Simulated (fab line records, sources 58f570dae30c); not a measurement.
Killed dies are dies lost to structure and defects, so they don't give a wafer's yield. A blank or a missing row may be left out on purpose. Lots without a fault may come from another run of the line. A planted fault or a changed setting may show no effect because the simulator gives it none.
One fault seen from 2 desks | flow berkeley_cmos170 | each desk has only its own numbers; what lay behind them comes last

THE METROLOGY DESK
What the gauges read, lot by lot, whatever tool the lot ran on: means of the sampled wafers that have a number. A lot is out of limits, marked OUT, if its mean lies more than 4 standard deviations from the usual mean; the brackets give that distance.
Columns: A = cd_nm at UCB170_M1_CD_MEAS_09, usual 700.2 nm
lot  | first seen here | A
L975 | day 8 19:34     | 701.7
L972 | day 8 19:50     | 702.0
L974 | day 8 21:26     | 702.4
L977 | day 10 06:05    | 700.8
L979 | day 10 06:19    | 698.5
L980 | day 10 06:35    | 700.1
L978 | day 10 07:01    | 699.8
L984 | day 10 15:04    | 699.9
L981 | day 10 16:58    | 701.8
L986 | day 12 10:56    | 716.0 (+13) OUT
L987 | day 12 14:05    | 711.5 (+9.4) OUT
L991 | day 12 21:08    | 698.6
L992 | day 12 22:10    | 700.0
L995 | day 13 14:27    | 698.2
This desk's finding: out of limits on L986, L987; first on L986, day 12 10:56 (cd_nm at UCB170_M1_CD_MEAS_09). In limits: L975, L972, L974, L977, L979, L980, L978, L984, L981, L991, L992, L995.

THE TOOL OWNER'S DESK: litho_track-01
The tool's own readings at UCB170_M1_PEB_07: means of the sampled wafers that have a number, for each lot that ran on this tool. A lot is out of limits, marked OUT, if its mean lies more than 4 standard deviations from the usual mean; the brackets give that distance.
Columns: A = heater_power_total_W at UCB170_M1_PEB_07, usual 56.81 W; B = resist_line_temp_C at UCB170_M1_PEB_07, usual 22.99 C
lot  | first seen here | A                       | B
L972 | day 8 19:34     | 56.82                   | 23.09
L978 | day 10 06:44    | 56.82                   | 22.92
L984 | day 10 14:48    | 56.83                   | 22.99
L986 | day 12 10:40    | 61.06 (+99 or more) OUT | 23.12
L987 | day 12 13:49    | 61.06 (+99 or more) OUT | 22.90
This desk's finding: out of limits on L986, L987; first on L986, day 12 10:40 (heater_power_total_W at UCB170_M1_PEB_07). In limits: L972, L978, L984.

PUT TOGETHER
The tool owner's desk could have raised an alarm at day 12 10:40, on L986, L987.
The metrology desk could have raised an alarm at day 12 10:56, on L986, L987.
Of the lots named, all ran UCB170_M1_PEB_07 on litho_track-01.

WHAT THE SIMULATOR HAD PUT IN
Process parameter drift: litho_track-01, from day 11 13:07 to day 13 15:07, at UCB170_M1_PEB_07. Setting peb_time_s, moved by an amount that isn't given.
Lots struck among those shown: L986, L987.
Hours from the fault's start to each desk's first reading out of limits: the tool owner's desk, 22; the metrology desk, 22.
